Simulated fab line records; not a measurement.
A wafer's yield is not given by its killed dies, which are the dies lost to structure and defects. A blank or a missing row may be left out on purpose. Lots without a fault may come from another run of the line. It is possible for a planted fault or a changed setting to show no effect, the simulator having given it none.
fab line records	flow ritCmos
record lots=14	wafers=42	lastDay=7
route steps=202 shown NRETRO@62 REOX@101 NLDD@109 NSD@141 M1@202
lots that met no fault: taken from a fault-free run of the same line
startH: start of the lot's first displayed wafer, in hours after the record's first day	waitH: how many hours have passed since the lot's step before this one	" same as the row above	L1.1+2: a single row standing in for several wafers	- value missing, or start not given	* or withheld: withheld	< > ~ a bound
route shown NAME@n: names a module that has steps shown in the file, with the first one's number in the route	usual: the fault-free wafers' mean and standard deviation	same: alike in all rows	chamber/n: place in a boat	sites: per-site readings	_std_site: the standard deviation of these	_edge_site: outer sites' mean less inner sites'	radiusMm: how far each site lies from the wafer's centre	mask NAME#n: copy n	behind: the tool/chamber that last shaped the wafer	hold: what put the lot on hold/how long, in hours/how the hold closed	device: transistor that didn't switch, given as n, p or np	end of line: tests run on the same wafers once the route is complete	for a step that has no rows: nothing shown but its recipe	killed: at the first sort, the dies lost to defects and structure; wafer yield is something else	map: the dies of a wafer, with x for killed, . for not killed, _ for no die there
set.NAME: setting as actually run; set.NAME@STEP: the setting as run at that earlier step	model.NAME: the simulator's own value behind a step, which no gauge read
the route's steps for a sample of lots (tables are steps, rows are wafers)
services: a tool's chamber out of use, with start hour (startH, from the record's first day; less than 0 if before it), hours out, and reason
## steps
# step RIT_NRETRO_STRIP_09
# recipe chemistry=O2	timeS=180	resist=NOVOLAK	platenTempC=withheld	powerW=500	pressureMtorr=4000	o2FlowSccm=4000
# usual drypumpMotorCurrentA=5.6/0.45
# same timeS=180
lot.wafer	tool	chamber	startH	waitH	drypumpMotorCurrentA	rfHoursCounterH
L774.1	plasmaAsher-01	1	34.27	0.1	5.0	41
L774.4	"	1	"	"	5.1	-
L774.6	"	1	"	"	5.1	-
L775.2	plasmaAsher-01	0	38.76	0.1	5.4	41
L775.3	"	1	"	"	5.1	-
L775.4	"	0	"	"	5.4	-
L776.1	plasmaAsher-02	0	40.83	0.1	5.9	20
L776.2	"	1	"	"	5.5	20
L776.5	"	1	"	"	5.5	-
L777.2	plasmaAsher-02	1	44.92	0.1	5.5	21
L777.5	"	1	"	"	5.5	-
L777.6	"	0	"	"	5.9	-
L778.2	plasmaAsher-03	1	50.60	0.1	6.6	41
L778.3	"	1	"	"	6.6	-
L778.4	"	0	"	"	5.6	-
L779.3	plasmaAsher-03	0	55.74	0.1	5.5	-
L779.4	"	1	"	"	6.6	-
L779.6	"	1	"	"	6.6	-
L780.2	plasmaAsher-01	0	60.80	0.1	5.4	44
L780.4	"	0	"	"	5.4	-
L780.6	"	1	"	"	5.0	-
L781.1	plasmaAsher-01	0	64.11	0.1	5.4	44
L781.2	"	1	"	"	5.0	44
L781.4	"	1	"	"	5.1	-
L782.1	plasmaAsher-03	1	70.25	0.1	6.6	43
L782.5	"	1	"	"	6.6	-
L782.6	"	0	"	"	5.6	-
L783.1	plasmaAsher-03	1	75.28	0.1	6.5	44
L783.2	"	0	"	"	5.6	44
L783.5	"	1	"	"	6.5	-
L785.2	plasmaAsher-01	1	84.31	0.1	5.1	46
L785.4	"	0	"	"	5.4	-
L785.5	"	0	"	"	5.4	-
L790.1	plasmaAsher-02	0	110.31	0.1	5.9	28
L790.3	"	0	"	"	5.9	-
L790.6	"	1	"	"	5.5	-
L794.1	plasmaAsher-03	1	131.04	0.1	6.6	50
L794.3	"	1	"	"	6.6	-
L794.6	"	0	"	"	5.6	-
L795.2	plasmaAsher-02	0	134.51	0.1	5.9	31
L795.4	"	0	"	"	5.9	-
L795.5	"	0	"	"	5.9	-
# step RIT_REOX_OXIDATION_03
# recipe tempC=900	ambient=O2	targetThkA=252	oxTimeS=5580
# usual spikeTcCentreC=902.1/1.2	spikeTcLoadC=928.6/1.9	spikeTcSourceC=922.1/1.4	tubeCenterTempC=900.01/0.085
lot.wafer	tool	chamber	startH	waitH	spikeTcCentreC	spikeTcLoadC	spikeTcSourceC	tubeCenterTempC
L774.1	furnace-03	0	43.64	0.0	902.9	930.9	923.4	900.02
L774.4	"	0	"	"	902.5	928.7	923.0	900
L774.6	"	0	"	"	902.5	929.8	923.4	900.01
L775.2	furnace-02	0	47.05	0.8	903.0	929.4	920.4	900.07
L775.3	"	0	"	"	902.8	928.8	919.5	899.96
L775.4	"	0	"	"	902.3	930.5	921.9	899.94
L776.1	furnace-03	0	48.58	0.5	900.8	931.0	920.9	899.91
L776.2	"	0	"	"	902.3	929.4	922.3	899.84
L776.5	"	0	"	"	901.2	929.5	922.3	900.03
L777.2	furnace-03	0	53.82	0.0	901.7	930.3	923.6	900.13
L777.5	"	0	"	"	901.1	930.2	922.6	900.16
L777.6	"	0	"	"	900.6	929.2	922.0	899.98
L778.2	furnace-04	0	58.85	0.0	898.9	924.1	923.8	899.97
L778.3	"	0	"	"	900.3	925.2	924.1	900.05
L778.4	"	0	"	"	901.6	924.5	924.6	899.91
L779.3	furnace-04	0	65.04	0.0	902.1	925.3	923.8	900.05
L779.4	"	0	"	"	900.7	926.1	924.0	899.93
L779.6	"	0	"	"	902.0	926.2	923.4	900.1
L780.2	furnace-03	0	68.25	0.0	900.8	929.3	921.9	900.02
L780.4	"	0	"	"	900.8	929.2	922.3	899.99
L780.6	"	0	"	"	902.9	929.9	922.0	899.85
L781.1	furnace-04	0	72.17	0.0	911.9	936.4	934.4	900.04
L781.2	"	0	"	"	909.1	934.9	935.4	899.97
L781.4	"	0	"	"	910.2	936.4	936.2	899.85
L782.1	furnace-04	0	78.31	0.6	913.3	937.3	933.2	899.95
L782.5	"	0	"	"	912.1	934.7	934.8	900.05
L782.6	"	0	"	"	911.4	935.9	934.7	899.94
L783.1	furnace-02	0	84.66	1.0	902.8	929.5	922.7	900.08
L783.2	"	0	"	"	902.4	929.6	922.9	900.16
L783.5	"	0	"	"	903.4	928.8	919.4	900.14
L785.2	furnace-02	0	92.43	0.1	902.5	929.9	921.6	900.09
L785.4	"	0	"	"	902.6	930.5	920.0	900.09
L785.5	"	0	"	"	901.1	929.5	922.9	900
L790.1	furnace-02	0	117.59	0.0	903.0	930.0	922.1	899.96
L790.3	"	0	"	"	902.4	930.6	920.2	899.93
L790.6	"	0	"	"	903.2	931.6	922.8	900
L794.1	furnace-02	0	138.43	0.0	903.6	929.2	921.7	900.04
L794.3	"	0	"	"	903.0	928.3	920.6	899.98
L794.6	"	0	"	"	903.7	928.4	922.6	899.84
L795.2	furnace-02	0	142.17	0.0	902.7	928.0	921.5	900.11
L795.4	"	0	"	"	901.4	930.3	922.4	900.04
L795.5	"	0	"	"	901.4	930.5	922.1	900.12
# step RIT_REOX_THK_MEAS_04
# recipe reads=SiO2_of_REOX_OXIDATION_03
# usual REOX_OXIDE_THK=25.2/0.45
lot.wafer	tool	chamber	startH	waitH	REOX_OXIDE_THK[nm]
L774.1	filmMetro-04	-	46.19	0.0	25.9
L774.4	"	-	"	"	25.6
L774.6	"	-	"	"	26.0
L775.2	filmMetro-04	-	49.61	0.0	24.7
L775.3	"	-	"	"	25.0
L775.4	"	-	"	"	25.2
L776.1	filmMetro-03	-	51.13	0.0	25.5
L776.2	"	-	"	"	25.9
L776.5	"	-	"	"	25.4
L777.2	filmMetro-03	-	56.38	0.0	24.5
L777.5	"	-	"	"	24.6
L777.6	"	-	"	"	24.8
L778.2	filmMetro-04	-	61.41	0.0	24.5
L778.3	"	-	"	"	24.3
L778.4	"	-	"	"	24.3
L779.3	filmMetro-02	-	67.61	0.0	25.1
L779.4	"	-	"	"	25.0
L779.6	"	-	"	"	24.3
L780.2	filmMetro-02	-	70.81	0.0	25.9
L780.4	"	-	"	"	25.7
L780.6	"	-	"	"	26.0
L781.1	filmMetro-03	-	74.72	0.0	27.9
L781.2	"	-	"	"	28.3
L781.4	"	-	"	"	28.1
L782.1	filmMetro-03	-	80.86	0.0	27.8
L782.5	"	-	"	"	27.8
L782.6	"	-	"	"	27.8
L783.1	filmMetro-03	-	87.21	0.0	25.5
L783.2	"	-	"	"	24.8
L783.5	"	-	"	"	24.9
L785.2	filmMetro-03	-	94.99	0.0	25.5
L785.4	"	-	"	"	25.5
L785.5	"	-	"	"	25.9
L790.1	filmMetro-03	-	120.14	0.0	25.3
L790.3	"	-	"	"	24.7
L790.6	"	-	"	"	25.0
L794.1	filmMetro-02	-	140.98	0.0	25.7
L794.3	"	-	"	"	25.1
L794.6	"	-	"	"	25.3
L795.2	filmMetro-02	-	144.73	0.0	25.0
L795.4	"	-	"	"	24.9
L795.5	"	-	"	"	24.9
# step RIT_NLDD_OVL_MEAS_06
# usual NLDD_OVL=-0.1/1.3
lot.wafer	tool	chamber	startH	waitH	NLDD_OVL[nm]
L774.1	overlay-02	-	47.25	-	-0.5
L774.4	"	-	"	"	-0.4
L774.6	"	-	"	"	-1.2
L775.2	overlay-02	-	50.64	-	0.5
L775.3	"	-	"	"	-1.0
L775.4	"	-	"	"	1.4
L776.1	overlay-02	-	52.18	-	0.1
L776.2	"	-	"	"	-0.3
L776.5	"	-	"	"	-1.5
L777.2	overlay-02	-	57.65	-	0.3
L777.5	"	-	"	"	1.7
L777.6	"	-	"	"	0.3
L778.2	overlay-01	-	62.31	-	3.0
L778.3	"	-	"	"	1.2
L778.4	"	-	"	"	1.5
L779.3	overlay-02	-	68.51	-	-1.4
L779.4	"	-	"	"	-1.4
L779.6	"	-	"	"	-0.2
L780.2	overlay-02	-	71.94	-	0.0
L780.4	"	-	"	"	-0.7
L780.6	"	-	"	"	0.4
L781.1	overlay-02	-	75.89	-	-0.5
L781.2	"	-	"	"	-0.6
L781.4	"	-	"	"	0.3
L782.1	overlay-02	-	81.77	-	1.1
L782.5	"	-	"	"	1.8
L782.6	"	-	"	"	-0.5
L783.1	overlay-01	-	88.24	-	0.0
L783.2	"	-	"	"	0.9
L783.5	"	-	"	"	-0.4
L785.2	overlay-01	-	96.15	-	0.0
L785.4	"	-	"	"	0.3
L785.5	"	-	"	"	1.5
L790.1	overlay-01	-	121.05	-	1.6
L790.3	"	-	"	"	1.5
L790.6	"	-	"	"	0.3
L794.1	overlay-02	-	141.89	-	-0.5
L794.3	"	-	"	"	0.4
L794.6	"	-	"	"	-1.6
L795.2	overlay-02	-	145.63	-	-0.5
L795.4	"	-	"	"	-1.1
L795.5	"	-	"	"	0.3
# step RIT_NSD_TW_MEAS_10
# usual NSD_TW=3083/30
lot.wafer	tool	chamber	startH	waitH	NSD_TW
L774.1	filmMetro-03	-	53.10	0.1	3067
L774.4	"	-	"	"	3071
L774.6	"	-	"	"	3069
L775.2	filmMetro-03	-	56.80	0.1	3061
L775.3	"	-	"	"	3055
L775.4	"	-	"	"	3079
L776.1	filmMetro-03	-	58.40	0.1	3060
L776.2	"	-	"	"	3063
L776.5	"	-	"	"	3074
L777.2	filmMetro-04	-	64.77	0.1	3099
L777.5	"	-	"	"	3110
L777.6	"	-	"	"	3106
L778.2	filmMetro-04	-	68.27	0.1	3128
L778.3	"	-	"	"	3118
L778.4	"	-	"	"	3113
L779.3	filmMetro-01	-	74.49	0.1	3047
L779.4	"	-	"	"	3033
L779.6	"	-	"	"	3045
L780.2	filmMetro-03	-	77.92	0.1	3092
L780.4	"	-	"	"	3072
L780.6	"	-	"	"	3083
L781.1	filmMetro-04	-	82.15	0.1	3125
L781.2	"	-	"	"	3098
L781.4	"	-	"	"	3106
L782.1	filmMetro-03	-	87.96	0.1	3068
L782.5	"	-	"	"	3074
L782.6	"	-	"	"	3099
L783.1	filmMetro-04	-	94.32	0.1	3107
L783.2	"	-	"	"	3127
L783.5	"	-	"	"	3109
L785.2	filmMetro-01	-	102.23	0.1	3036
L785.4	"	-	"	"	3032
L785.5	"	-	"	"	3036
L790.1	filmMetro-04	-	127.12	0.1	3099
L790.3	"	-	"	"	3128
L790.6	"	-	"	"	3102
L794.1	filmMetro-04	-	147.73	0.1	3107
L794.3	"	-	"	"	3123
L794.6	"	-	"	"	3111
L795.2	filmMetro-03	-	151.85	0.1	3070
L795.4	"	-	"	"	3074
L795.5	"	-	"	"	3060
# step RIT_M1_PROBE_99
# usual killed_at_M0_to_M3=0.0/0.083	killedAtContacts=0.1/0.27	killedAtFrontEnd=6.1/2.9	killedDies=6.2/2.9	killedOpen=3.2/1.9	killedShort=3/1.9
# same grossDies=264	killed_at_M4_up=0	killedAtBackSide=0	killedAtOther=0
lot.wafer	tool	chamber	startH	waitH	killed_at_M0_to_M3	killedAtContacts	killedAtFrontEnd	killedDies	killedOpen	killedShort
L774.1	prober-02	-	62.46	0.1	0	0	5	5	3	2
L774.4	prober-02	-	62.61	0.2	0	0	7	7	6	1
L774.6	prober-02	-	62.71	0.2	0	0	5	5	0	5
L775.2	prober-01	-	66.92	0.1	0	0	6	6	2	4
L775.3	prober-01	-	66.97	0.2	0	0	2	2	2	0
L775.4	prober-01	-	67.02	0.2	0	0	9	9	4	5
L776.1	prober-02	-	68.37	0.1	0	0	8	8	3	5
L776.2	prober-02	-	68.42	0.1	0	0	6	6	3	3
L776.5	prober-02	-	68.57	0.2	0	0	10	10	7	3
L777.2	prober-01	-	75.11	0.1	0	1	10	11	7	4
L777.5	prober-01	-	75.26	0.2	0	0	8	8	5	3
L777.6	prober-01	-	75.31	0.2	0	0	12	12	5	7
L778.2	prober-02	-	77.73	0.1	0	0	10	10	6	4
L778.3	prober-02	-	77.78	0.2	0	0	3	3	1	2
L778.4	prober-02	-	77.83	0.2	0	0	4	4	3	1
L779.3	prober-02	-	84.03	0.2	0	0	5	5	2	3
L779.4	prober-02	-	84.08	0.2	0	0	2	2	1	1
L779.6	prober-02	-	84.18	0.2	0	0	2	2	0	2
L780.2	prober-01	-	88.72	0.1	0	0	7	7	6	1
L780.4	prober-01	-	88.82	0.2	0	0	3	3	1	2
L780.6	prober-01	-	88.92	0.2	1	0	7	8	3	5
L781.1	prober-02	-	91.63	0.1	0	0	8	8	6	2
L781.2	prober-02	-	91.68	0.1	0	0	10	10	4	6
L781.4	prober-02	-	91.78	0.2	0	0	3	3	2	1
L782.1	prober-01	-	97.54	0.1	0	0	7	7	2	5
L782.5	prober-01	-	97.74	0.2	0	0	4	4	3	1
L782.6	prober-01	-	97.79	0.2	0	0	2	2	2	0
L783.1	prober-01	-	104.12	0.1	0	0	9	9	4	5
L783.2	prober-01	-	104.17	0.1	0	0	4	4	4	0
L783.5	prober-01	-	104.32	0.2	0	0	5	5	3	2
L785.2	prober-01	-	111.81	0.1	0	0	5	5	4	1
L785.4	prober-01	-	111.91	0.2	0	0	6	6	4	2
L785.5	prober-01	-	111.96	0.2	0	0	4	4	3	1
L790.1	prober-02	-	136.86	0.1	0	1	7	8	5	3
L790.3	prober-02	-	136.96	0.2	0	0	9	9	3	6
L790.6	prober-02	-	137.11	0.2	0	0	3	3	0	3
L794.1	prober-02	-	158.67	0.1	0	0	12	12	5	7
L794.3	prober-02	-	158.77	0.2	0	0	2	2	1	1
L794.6	prober-02	-	158.92	0.2	0	0	3	3	2	1
L795.2	prober-01	-	161.58	0.1	0	0	7	7	2	5
L795.4	prober-01	-	161.68	0.2	0	0	12	12	5	7
L795.5	prober-01	-	161.73	0.2	0	0	8	8	3	5
# killed by level:class
L774.1 SPACER:geometricParticle:open=2 FOX1:geometricParticle:short=1 GATE:geometricParticle:short=1 GATE:geometricParticle:open=1
L774.4 SPACER:geometricParticle:open=3 GATE:geometricParticle:short=1 GATE:geometricParticle:open=1 REOX:geometricParticle:open=1 SILICIDE:geometricParticle:open=1
L774.6 GATE:geometricParticle:short=3 FOX2:geometricParticle:short=1 REOX:geometricParticle:short=1
L775.2 FOX1:geometricParticle:open=2 GATE:geometricParticle:short=1 REOX:geometricParticle:short=1 SPACER:geometricParticle:short=1 SILICIDE:geometricParticle:short=1
L775.3 GATE:geometricParticle:open=1 REOX:geometricParticle:open=1
L775.4 SPACER:geometricParticle:short=3 ACTIVE:geometricParticle:short=1 FOX1:geometricParticle:short=1 GATE:geometricParticle:open=1 REOX:geometricParticle:open=1 SPACER:geometricParticle:open=1 SILICIDE:geometricParticle:open=1
L776.1 GATE:geometricParticle:short=3 GATE:geometricParticle:open=2 FOX2:geometricParticle:open=1 REOX:geometricParticle:short=1 SPACER:geometricParticle:short=1
L776.2 GATE:geometricParticle:short=2 FOX1:geometricParticle:open=1 FOX1:geometricParticle:short=1 SPACER:geometricParticle:open=1 SILICIDE:geometricParticle:open=1
L776.5 GATE:geometricParticle:open=5 FOX1:geometricParticle:short=2 FOX1:geometricParticle:open=1 SPACER:geometricParticle:open=1 SILICIDE:geometricParticle:short=1
L777.2 GATE:geometricParticle:short=4 FOX1:geometricParticle:open=3 GATE:geometricParticle:open=2 REOX:geometricParticle:open=1 CONTACT:geometricParticle:open=1
L777.5 GATE:geometricParticle:open=3 GATE:geometricParticle:short=2 FOX1:geometricParticle:open=1 REOX:geometricParticle:short=1 SPACER:geometricParticle:open=1
L777.6 GATE:geometricParticle:open=3 FOX1:geometricParticle:short=2 GATE:geometricParticle:short=2 SILICIDE:geometricParticle:open=2 FOX2:geometricParticle:short=1 SPACER:geometricParticle:short=1 SILICIDE:geometricParticle:short=1
L778.2 REOX:geometricParticle:short=2 GATE:geometricParticle:open=2 FOX2:geometricParticle:open=1 FOX2:geometricParticle:short=1 REOX:geometricParticle:open=1 SPACER:geometricParticle:short=1 SPACER:geometricParticle:open=1 SILICIDE:geometricParticle:open=1
L778.3 FOX2:geometricParticle:open=1 SPACER:geometricParticle:short=1 STARTING-WAFER:geometricParticle:short=1
L778.4 FOX2:geometricParticle:open=1 GATE:geometricParticle:open=1 GATE:geometricParticle:short=1 SILICIDE:geometricParticle:open=1
L779.3 SILICIDE:geometricParticle:short=3 GATE:geometricParticle:open=1 SPACER:geometricParticle:open=1
L779.4 SPACER:geometricParticle:short=1 SPACER:geometricParticle:open=1
L779.6 FOX1:geometricParticle:short=1 GATE:geometricParticle:short=1
L780.2 REOX:geometricParticle:open=2 SPACER:geometricParticle:open=2 FOX1:geometricParticle:short=1 FOX1:geometricParticle:open=1 GATE:geometricParticle:open=1
L780.4 REOX:geometricParticle:short=2 GATE:geometricParticle:open=1
L780.6 FOX1:geometricParticle:open=1 FOX1:geometricParticle:short=1 GATE:geometricParticle:open=1 GATE:geometricParticle:short=1 REOX:geometricParticle:short=1 SILICIDE:geometricParticle:short=1 M1:geometricParticle:short=1 STARTING-WAFER:geometricParticle:open=1
L781.1 FOX2:geometricParticle:open=2 GATE:geometricParticle:short=2 FOX1:geometricParticle:open=1 GATE:geometricParticle:open=1 REOX:geometricParticle:open=1 SPACER:geometricParticle:open=1
L781.2 GATE:geometricParticle:open=4 GATE:geometricParticle:short=2 SILICIDE:geometricParticle:short=2 REOX:geometricParticle:short=1 SPACER:geometricParticle:short=1
L781.4 FOX2:geometricParticle:open=1 GATE:geometricParticle:open=1 REOX:geometricParticle:short=1
L782.1 REOX:geometricParticle:short=2 FOX1:geometricParticle:short=1 FOX1:geometricParticle:open=1 FOX2:geometricParticle:short=1 SILICIDE:geometricParticle:open=1 SILICIDE:geometricParticle:short=1
L782.5 SILICIDE:geometricParticle:open=3 GATE:geometricParticle:short=1
L782.6 GATE:geometricParticle:open=1 SILICIDE:geometricParticle:open=1
L783.1 GATE:geometricParticle:short=3 GATE:geometricParticle:open=3 FOX2:geometricParticle:open=1 FOX2:geometricParticle:short=1 SILICIDE:geometricParticle:short=1
L783.2 REOX:geometricParticle:open=3 GATE:geometricParticle:open=1
L783.5 GATE:geometricParticle:open=3 FOX1:geometricParticle:short=1 GATE:geometricParticle:short=1
L785.2 FOX1:geometricParticle:open=1 GATE:geometricParticle:open=1 REOX:geometricParticle:open=1 SPACER:geometricParticle:open=1 SPACER:geometricParticle:short=1
L785.4 SPACER:geometricParticle:open=2 FOX2:geometricParticle:open=1 REOX:geometricParticle:short=1 SPACER:geometricParticle:short=1 SILICIDE:geometricParticle:open=1
L785.5 FOX1:geometricParticle:open=1 FOX2:geometricParticle:open=1 SILICIDE:geometricParticle:short=1 SILICIDE:geometricParticle:open=1
L790.1 FOX1:geometricParticle:open=1 FOX1:geometricParticle:short=1 FOX2:geometricParticle:open=1 GATE:geometricParticle:short=1 GATE:geometricParticle:open=1 REOX:geometricParticle:open=1 SPACER:geometricParticle:open=1 CONTACT:geometricParticle:short=1
L790.3 FOX1:geometricParticle:short=3 FOX1:geometricParticle:open=1 GATE:geometricParticle:short=1 GATE:geometricParticle:open=1 REOX:geometricParticle:short=1 REOX:geometricParticle:open=1 SILICIDE:geometricParticle:short=1
L790.6 SPACER:geometricParticle:short=2 REOX:geometricParticle:short=1
L794.1 GATE:geometricParticle:short=2 REOX:geometricParticle:open=2 REOX:geometricParticle:short=2 FOX1:geometricParticle:short=1 FOX2:geometricParticle:short=1 GATE:geometricParticle:open=1 SPACER:geometricParticle:open=1 SPACER:geometricParticle:short=1
L794.3 SPACER:geometricParticle:short=1 SILICIDE:geometricParticle:open=1
L794.6 GATE:geometricParticle:open=2 REOX:geometricParticle:short=1
L795.2 GATE:geometricParticle:short=2 REOX:geometricParticle:short=2 FOX1:geometricParticle:open=1 GATE:geometricParticle:open=1 SPACER:geometricParticle:short=1
L795.4 GATE:geometricParticle:short=5 GATE:geometricParticle:open=3 REOX:geometricParticle:open=2 FOX1:geometricParticle:short=1 SPACER:geometricParticle:short=1
L795.5 GATE:geometricParticle:short=2 REOX:geometricParticle:short=2 FOX2:geometricParticle:open=1 FOX2:geometricParticle:short=1 REOX:geometricParticle:open=1 SILICIDE:geometricParticle:open=1
## services
tool	chamber	startH	hours	kind
furnace-03	-	12.45	6.4	repair
furnace-02	-	23.27	4.4	pm
furnace-04	-	26.33	3.3	pm
furnace-03	-	83.67	4.0	pm
plasmaAsher-02	-	105.11	0.7	repair
plasmaAsher-01	-	108.85	9.0	pm
plasmaAsher-01	0	108.85	9.0	ventCycle
plasmaAsher-01	1	108.85	9.0	ventCycle
plasmaAsher-01	0	117.85	-	clean
plasmaAsher-01	1	117.85	-	clean
## key
firstSign step=RIT_REOX_OXIDATION_03	reading=spikeTcSourceC	direction=up	sigmas=9.2	usual=922.1	struck=934.8
effect step=RIT_REOX_OXIDATION_03	reading=spikeTcCentreC	direction=up	sigmas=7.9	usual=902.1	struck=911.3
effect step=RIT_REOX_THK_MEAS_04	reading=REOX_OXIDE_THK	direction=up	sigmas=6.1	usual=25.2	struck=27.9
metAt RIT_REOX_OXIDATION_03
struckLots L781,L782
testerLeftOut L781,L782
notActingAt RIT_NRETRO_STRIP_09,RIT_NLDD_OVL_MEAS_06,RIT_NSD_TW_MEAS_10
onsetBetween 65.04 72.17
fault kind=processParameterDrift	tool=furnace-04	chamber=-	onsetH=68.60	steps=RIT_REOX_OXIDATION_03	channel=tempC	offset=*	shape=step	endH=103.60	actsIn=*	stated=*
# testerLeftOut: of these lots the tester's yield and bins aren't shown, on N5 and GAA mostly nor the transistor test; their killed dies are dies lost to structure and defects alone, not to doping, threshold or leakage, so they don't give the yield
